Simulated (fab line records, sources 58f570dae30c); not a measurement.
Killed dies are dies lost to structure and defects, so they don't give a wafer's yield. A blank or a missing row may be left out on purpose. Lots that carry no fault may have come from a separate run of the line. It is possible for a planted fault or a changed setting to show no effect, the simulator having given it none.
Which tool was responsible? -- flow berkeley cmos170 -- 45 wafers from 15 lots sampled at 5 of the route's 331 steps

## WHAT THE GAUGES READ, wafer by wafer
UCB170_M3_OVL_MEAS_16.
lot,measured,on,M3_OVL (nm)
L604,day 9 03:47,overlay-02,1 5 1
L603,day 9 00:11,overlay-01,-1 0 0
L606,day 9 11:01,overlay-02,7 -1 1
L605,day 9 08:17,overlay-02,-6 0 -4
L609,day 10 12:23,overlay-01,-2 -2 -6
L610,day 10 09:13,overlay-01,-6 -8 -6
L611,day 11 01:58,overlay-02,2 -4 2
L616,day 11 23:48,overlay-02,-1 2 1
L615,day 12 02:11,overlay-02,2 7 6
L617,day 12 18:29,overlay-02,5 2 -3
L618,day 12 14:26,overlay-01,4 1 5
L619,day 13 12:39,overlay-01,60 60 63
L620,day 13 13:51,overlay-02,62 67 62
L622,day 13 07:35,overlay-01,-7 2 -3
L623,day 13 15:05,overlay-02,70 67 67

UCB170_M3_BOW_MEAS_20.
lot,measured,on,M3_BOW (um)
L604,day 9 04:16,film metro-03,33 47 39
L603,day 9 00:47,film metro-02,30 38 26
L606,day 9 11:30,film metro-02,39 20 27
L605,day 9 08:49,film metro-02,25 27 47
L609,day 10 12:55,film metro-02,45 44 34
L610,day 10 09:42,film metro-01,43 37 30
L611,day 11 02:26,film metro-01,46 31 39
L616,day 12 00:17,film metro-03,25 37 36
L615,day 12 02:42,film metro-01,32 35 34
L617,day 12 19:13,film metro-02,31 44 33
L618,day 12 14:56,film metro-03,25 38 33
L619,day 13 13:09,film metro-01,19 35 39
L620,day 13 14:20,film metro-01,31 28 26
L622,day 13 08:04,film metro-02,38 32 45
L623,day 13 15:36,film metro-03,34 26 27

## EACH LOT AND THE TOOL THAT RAN IT (in order: tool; ch and the chambers of the sampled wafers; start)
lot,UCB170_NWELL_STRIP_15,UCB170_M3_STRIP_07,UCB170_M3_EXPOSE_12
L604,"plasma asher-02 ch 0,1, day 2 13:05","plasma asher-01 ch 0,1, day 9 01:49","krf scanner-02 ch 0, day 9 03:16"
L603,"plasma asher-03 ch 0,1, day 2 13:35","plasma asher-01 ch 0,1, day 8 22:17","krf scanner-02 ch 0, day 8 23:08"
L606,"plasma asher-03 ch 0,1, day 3 02:35","plasma asher-02 ch 0,1, day 9 09:47","krf scanner-02 ch 0, day 9 10:31"
L605,"plasma asher-04 ch 0,1, day 3 02:52","plasma asher-02 ch 0,1, day 9 06:01","krf scanner-02 ch 0, day 9 07:38"
L609,"plasma asher-02 ch 0,1, day 3 19:16","plasma asher-01 ch 0,1, day 10 10:56","krf scanner-02 ch 0, day 10 11:55"
L610,"plasma asher-03 ch 0,1, day 3 19:25","plasma asher-01 ch 0,1, day 10 07:33","krf scanner-02 ch 0, day 10 08:22"
L611,"plasma asher-04 ch 0,1, day 4 04:38","plasma asher-04 ch 0,1, day 11 00:35","krf scanner-02 ch 0, day 11 01:27"
L616,"plasma asher-02 ch 0,1, day 5 05:19","plasma asher-01 ch 0, day 11 20:20","krf scanner-01 ch 0, day 11 22:22"
L615,"plasma asher-03 ch 0,1, day 5 05:35","plasma asher-02 ch 0,1, day 12 00:43","krf scanner-02 ch 0, day 12 01:34"
L617,"plasma asher-03 ch 0,1, day 5 12:22","plasma asher-01 ch 0,1, day 12 16:23","krf scanner-01 ch 0, day 12 17:18"
L618,"plasma asher-02 ch 0,1, day 5 19:12","plasma asher-04 ch 0,1, day 12 13:04","krf scanner-01 ch 0, day 12 13:55"
L619,"plasma asher-03 ch 0,1, day 6 02:16","plasma asher-04 ch 1, day 13 08:54","krf scanner-02 ch 0, day 13 10:52"
L620,"plasma asher-02 ch 0,1, day 6 02:28","plasma asher-01 ch 0,1, day 13 12:19","krf scanner-02 ch 0, day 13 13:20"
L622,"plasma asher-03 ch 0,1, day 6 17:02","plasma asher-02 ch 0,1, day 13 04:34","krf scanner-02 ch 0, day 13 06:19"
L623,"plasma asher-04 ch 0,1, day 7 02:09","plasma asher-01 ch 0,1, day 13 13:15","krf scanner-02 ch 0, day 13 14:10"
- UCB170_NWELL_STRIP_15: strips in O2.
- UCB170_M3_STRIP_07: strips in O2.
- UCB170_M3_EXPOSE_12: exposes mask METAL3, target cd 700 nm.

## AS READ BY THE TOOLS THEMSELVES (means over the sampled wafers that have a number; for cases with no such wafer, the mark the record gives instead)
UCB170_NWELL_STRIP_15.
lot,tool,drypump motor current A (A),o2 flow sccm (sccm),oes product au (a.u.),strip time to endpoint s (s)
L604,plasma asher-02,5.5,399.9,0.723,18.30
L603,plasma asher-03,6.4,400.7,0.721,18.26
L606,plasma asher-03,6.3,399.1,0.723,18.26
L605,plasma asher-04,5.5,400.2,0.724,18.27
L609,plasma asher-02,5.9,399.5,0.722,18.26
L610,plasma asher-03,6.3,400.9,0.722,18.03
L611,plasma asher-04,5.5,400.0,0.720,18.23
L616,plasma asher-02,6.0,401.0,0.719,18.20
L615,plasma asher-03,6.0,400.8,0.723,18.25
L617,plasma asher-03,6.4,399.5,0.722,18.20
L618,plasma asher-02,5.5,399.4,0.722,18.21
L619,plasma asher-03,6.0,401.2,0.718,18.24
L620,plasma asher-02,5.5,399.7,0.723,18.21
L622,plasma asher-03,6.3,400.1,0.720,18.29
L623,plasma asher-04,5.6,399.9,0.724,18.29

UCB170_M3_STRIP_07.
lot,tool,drypump motor current A (A),o2 flow sccm (sccm),oes product au (a.u.),strip time to endpoint s (s)
L604,plasma asher-01,5.9,400.6,0.735,21.80
L603,plasma asher-01,6.0,400.6,0.734,21.81
L606,plasma asher-02,6.0,400.6,0.732,21.75
L605,plasma asher-02,5.5,400.0,0.735,21.81
L609,plasma asher-01,5.9,400.6,0.734,21.81
L610,plasma asher-01,5.9,400.3,0.733,21.88
L611,plasma asher-04,5.5,400.4,0.736,21.75
L616,plasma asher-01,5.7,399.4,0.732,21.81
L615,plasma asher-02,6.0,399.3,0.738,21.77
L617,plasma asher-01,6.0,400.4,0.735,21.77
L618,plasma asher-04,5.5,401.1,0.734,21.79
L619,plasma asher-04,5.4,400.4,0.730,21.68
L620,plasma asher-01,6.1,399.5,0.733,21.77
L622,plasma asher-02,5.5,399.3,0.734,21.82
L623,plasma asher-01,5.9,401.9,0.734,21.74

UCB170_M3_EXPOSE_12.
lot,tool,exposure dose mJ cm2,reticle temp C (C),stage vel mm s (mm/s)
L604,krf scanner-02,25.928,22.99,500.18
L603,krf scanner-02,25.977,23.09,500.03
L606,krf scanner-02,25.968,23.08,499.99
L605,krf scanner-02,25.973,22.89,500.57
L609,krf scanner-02,25.973,23.06,499.96
L610,krf scanner-02,25.981,23.08,500.09
L611,krf scanner-02,25.937,23.01,500.11
L616,krf scanner-01,25.955,23.05,499.87
L615,krf scanner-02,25.962,23.07,500.18
L617,krf scanner-01,25.951,23.03,499.88
L618,krf scanner-01,25.989,23.09,500.13
L619,krf scanner-02,25.958,23.19,500.19
L620,krf scanner-02,25.959,22.93,500.12
L622,krf scanner-02,25.919,22.98,499.54
L623,krf scanner-02,25.947,22.87,500.12

## THE ANSWER, worked out from the rows above alone
Rule: usual is defined by the lots themselves. The widest of any qualifying gaps counts: lots, ordered by their means at a reading, are off when they make up no more than a third of the lots, leave a main group of 4 or more, and stand apart from it by 3 or more times the standard deviation of that group's means. If all means in a main group match to the digits the tables above print for the reading, that group is not used. A lot without any number at a reading at which 4 lots or more have one is off too. All remaining lots with rows at the step are treated as sound. The gauges are gone through in route order, then the tools' own readings, and for those a lot's mean is taken as printed above. At the first step where some lot is off, the reading lying furthest off is the one used; lots without a number count as furthest.
Off: L619, L620, L623, at UCB170_M3_OVL_MEAS_16 (M3_OVL). Mean -0 nm and standard deviation 3.2 in the main group.
If a tool, at a process step before that reading, ran all the lots that are off and no sound lot after the first of them, it fits. Gauges at UCB170_M3_OVL_MEAS_16: tried the same way as those tools. One candidate fits, namely krf scanner-02 at UCB170_M3_EXPOSE_12. A fault onset in the window from L622 (day 13 06:19, its last sound lot) to L619 (day 13 10:52, its first lot off) fits.

## WHAT WAS PUT IN BY THE SIMULATOR
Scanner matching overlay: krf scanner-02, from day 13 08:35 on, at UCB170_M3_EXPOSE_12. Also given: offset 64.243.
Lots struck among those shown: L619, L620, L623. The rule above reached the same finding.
